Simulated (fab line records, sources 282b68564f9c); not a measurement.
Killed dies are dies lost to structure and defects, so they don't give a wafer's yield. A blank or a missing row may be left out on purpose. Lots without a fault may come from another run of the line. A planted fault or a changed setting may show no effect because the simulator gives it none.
A struck lot beside a sound one | flow rit_cmos | 44 steps out of a route of 202
Sound: wafers L593.1, L593.2, L593.3. Struck: wafers L607.3, L607.5, L607.6. The cause comes at the end.
At each step with rows: each side's tool, then ch and its chambers, then its first start. Under that, the readings that differ: sound wafers | struck wafers | difference of the means | sigmas: that difference in standard deviations of wafers without a fault.
alike: readings whose means differ by less than 2 such deviations, and words and numbers that are the same on both sides. not compared: withheld readings, readings that some wafer has no value for, bounds like >300 that may hide the same value, and numbers for which the record gives no deviation and whose values overlap.
The two part at a step that has a row with sigmas, a row that says differs or no value, or rows on one side only. Numbers that don't overlap but have no deviation are shown without sigmas and don't part them. A reading that every wafer of one side lacks parts them only if that side has two wafers or more.

first, 4 steps without rows for these wafers: RIT_PLDD_SOFTBAKE_02 (time 60 s); RIT_PLDD_EXPOSE_03 (exposes mask M8, target cd 40900 nm); RIT_PLDD_PEB_04; RIT_PLDD_DEVELOP_05 (develop time 50 s).
RIT_PLDD_OVL_MEAS_06:
  sound on overlay-01, day 3 20:22; struck on overlay-01, day 6 17:41
  alike: PLDD_OVL
then, 2 steps without rows for these wafers: RIT_PLDD_HARDBAKE_07 (time 60 s); RIT_PLDD_IMPLANT_08.
RIT_PLDD_STRIP_09: strips in O2, time 180 s.
  sound on plasma_asher-02 ch 0,1, day 3 20:49; struck on plasma_asher-03 ch 0,1, day 6 18:04
  alike: drypump_motor_current_A, o2_flow_sccm
  not compared: rf_hours_counter_h
RIT_PLDD_TW_MEAS_10:
  sound on film_metro-04, day 3 20:59; struck on film_metro-02, day 6 18:12
  alike: PLDD_TW
then, 3 steps without rows for these wafers: RIT_SPACER_CLEAN_00 (cleans in SC1, time 600 s); RIT_SPACER_CLEAN_01 (cleans in dHF, time 30 s); RIT_SPACER_CLEAN_02 (cleans in SC2, time 600 s).
RIT_SPACER_CVD_03: deposits Si3N4 from SiH2Cl2/NH3, target thk 250 nm, time 3300 s.
  sound on lpcvd-01 ch 1, day 3 21:28; struck on lpcvd-01 ch 1, day 6 18:37
  reading                                  | sound             | struck            | difference | sigmas
  model.Si3N4_of_SPACER_CVD_03.thk_nm (nm) | 251.5 250.9 252.8 | 279.4 279.6 279.4 | +27.7      |
  alike: pressure_mtorr, zone_power_load_pct
RIT_SPACER_THK_MEAS_04:
  sound on film_metro-01, day 3 23:23; struck on film_metro-02, day 6 20:34
  reading                 | sound             | struck            | difference | sigmas
  SPACER_NITRIDE_THK (nm) | 251.4 250.9 252.9 | 279.3 279.6 279.3 | +27.7      | +11
RIT_SPACER_ETCHBACK_05: etches Si3N4 in SF6/CHF3, stops on SiO2, target depth 250 nm, time 240 s.
  sound on rie_diel-01 ch 0,1,2, day 3 23:26; struck on rie_diel-04 ch 1,2,3, day 6 20:36
  reading                  | sound             | struck            | difference | sigmas
  oes_product_au (a.u.)    | 0.829 0.862 0.863 | 0.903 0.929 0.928 | +0.069     | +5
  model.etch.depth_nm (nm) | 251.5 250.9 252.8 | 279.4 279.6 279.4 | +27.7      |
  alike: CHF3_flow_sccm, drypump_motor_current_A, throttle_valve_pct
  not compared: rf_hours_counter_h
then, 6 steps without rows for these wafers: RIT_NSD_HMDS_00 (prime time 60 s); RIT_NSD_COAT_01 (resist thk 1000 nm); RIT_NSD_SOFTBAKE_02 (time 60 s); RIT_NSD_EXPOSE_03 (exposes mask M9, target cd 40700 nm); RIT_NSD_PEB_04; RIT_NSD_DEVELOP_05 (develop time 50 s).
RIT_NSD_OVL_MEAS_06:
  sound on overlay-01, day 4 02:56; struck on overlay-02, day 6 21:44
  alike: NSD_OVL
then, 2 steps without rows for these wafers: RIT_NSD_HARDBAKE_07 (time 60 s); RIT_NSD_IMPLANT_08.
RIT_NSD_STRIP_09: strips in O2, time 180 s.
  sound on plasma_asher-01 ch 0,1, day 4 03:23; struck on plasma_asher-02 ch 0,1, day 6 22:07
  alike: drypump_motor_current_A, o2_flow_sccm
  not compared: rf_hours_counter_h
RIT_NSD_TW_MEAS_10:
  sound on film_metro-02, day 4 03:34; struck on film_metro-03, day 6 22:16
  alike: NSD_TW
then, 6 steps without rows for these wafers: RIT_PSD_HMDS_00 (prime time 60 s); RIT_PSD_COAT_01 (resist thk 1000 nm); RIT_PSD_SOFTBAKE_02 (time 60 s); RIT_PSD_EXPOSE_03 (exposes mask M10, target cd 40900 nm); RIT_PSD_PEB_04; RIT_PSD_DEVELOP_05 (develop time 50 s).
RIT_PSD_OVL_MEAS_06:
  sound on overlay-02, day 4 04:46; struck on overlay-02, day 6 23:16
  alike: PSD_OVL
then, 2 steps without rows for these wafers: RIT_PSD_HARDBAKE_07 (time 60 s); RIT_PSD_IMPLANT_08.
RIT_PSD_STRIP_09: strips in O2, time 180 s.
  sound on plasma_asher-04 ch 0,1, day 4 05:08; struck on plasma_asher-04 ch 0,1, day 6 23:39
  alike: drypump_motor_current_A, o2_flow_sccm
  not compared: rf_hours_counter_h
RIT_PSD_TW_MEAS_10:
  sound on film_metro-02, day 4 05:19; struck on film_metro-04, day 6 23:47
  alike: PSD_TW
then, 3 steps without rows for these wafers: RIT_SDANNEAL_CLEAN_00 (cleans in SC1, time 600 s); RIT_SDANNEAL_CLEAN_01 (cleans in dHF, time 30 s); RIT_SDANNEAL_CLEAN_02 (cleans in SC2, time 600 s).
RIT_SDANNEAL_RTA_03: time 5 s.
  sound on rtp_anneal-01 ch 0, day 4 05:46; struck on rtp_anneal-01 ch 0, day 7 00:13
  alike: wafer_temp_C_max
RIT_SDANNEAL_RS_MEAS_04: measures by four-point-probe.
  sound on film_metro-04, day 4 05:49; struck on film_metro-02, day 7 00:17
  alike: PSD_RS
RIT_SILICIDE_WET_ETCH_00: etches SiO2 in BOE, target depth 14 nm, time 15 s.
  sound on wet_bench-02 ch 2, day 4 06:18; struck on wet_bench-03 ch 1, day 7 00:44
  reading                                  | sound             | struck          | difference | sigmas
  model.Si3N4_of_SPACER_CVD_03.thk_nm (nm) | 195.7 195.4 195.9 | 217 219.1 218.2 | +22        |
RIT_M1_PROBE_99:
  sound on prober-02, day 4 13:15; struck on prober-02, day 7 08:40
  reading                              | sound             | struck              | difference | sigmas
  model.etest.nmos_0p15.r_on_ohm_um    | 1125 1121 1151    | 1113 1110 1102      | -24        |
  model.etest.pplus_sal.width_nm (nm)  | 3454 3443 3443    | 3381 3368 3359      | -77        |
  model.etest.nplus_sal.width_nm (nm)  | 3454 3448 3447    | 3362 3348 3384      | -85        |
  model.etest.pwell_pinched.rs_ohm_sq  | 459 455.5 457.6   | 444.8 436.1 443.2   | -16.0      |
  model.etest.nwell_pinched.rs_ohm_sq  | 339.5 339.1 338.6 | 325.6 318.4 320.9   | -17.4      |
  model.etest.contact_nplus.end_ohm_um | 42.72 44.69 44.18 | 38.85 37.81 39.03   | -5.30      |
  model.etest.field_p_metal.vt_v (V)   | -28.88 -29 -29.11 | -29.39 -30.2 -30.22 | -0.94      |
  alike: killed_at_contacts, killed_at_front_end, killed_dies, killed_open, killed_short
  not compared: model.etest.diode_nplus_comb.leak_log10_a_cm2

WHERE THEY PART
First at RIT_SPACER_THK_MEAS_04; last, within this record, at RIT_SPACER_ETCHBACK_05. Later steps at which nothing parts them and some readings are alike: RIT_NSD_OVL_MEAS_06, RIT_NSD_STRIP_09, RIT_NSD_TW_MEAS_10, RIT_PSD_OVL_MEAS_06, RIT_PSD_STRIP_09, RIT_PSD_TW_MEAS_10, RIT_SDANNEAL_RTA_03, RIT_SDANNEAL_RS_MEAS_04, RIT_M1_PROBE_99.

WHY: what the simulator had put in
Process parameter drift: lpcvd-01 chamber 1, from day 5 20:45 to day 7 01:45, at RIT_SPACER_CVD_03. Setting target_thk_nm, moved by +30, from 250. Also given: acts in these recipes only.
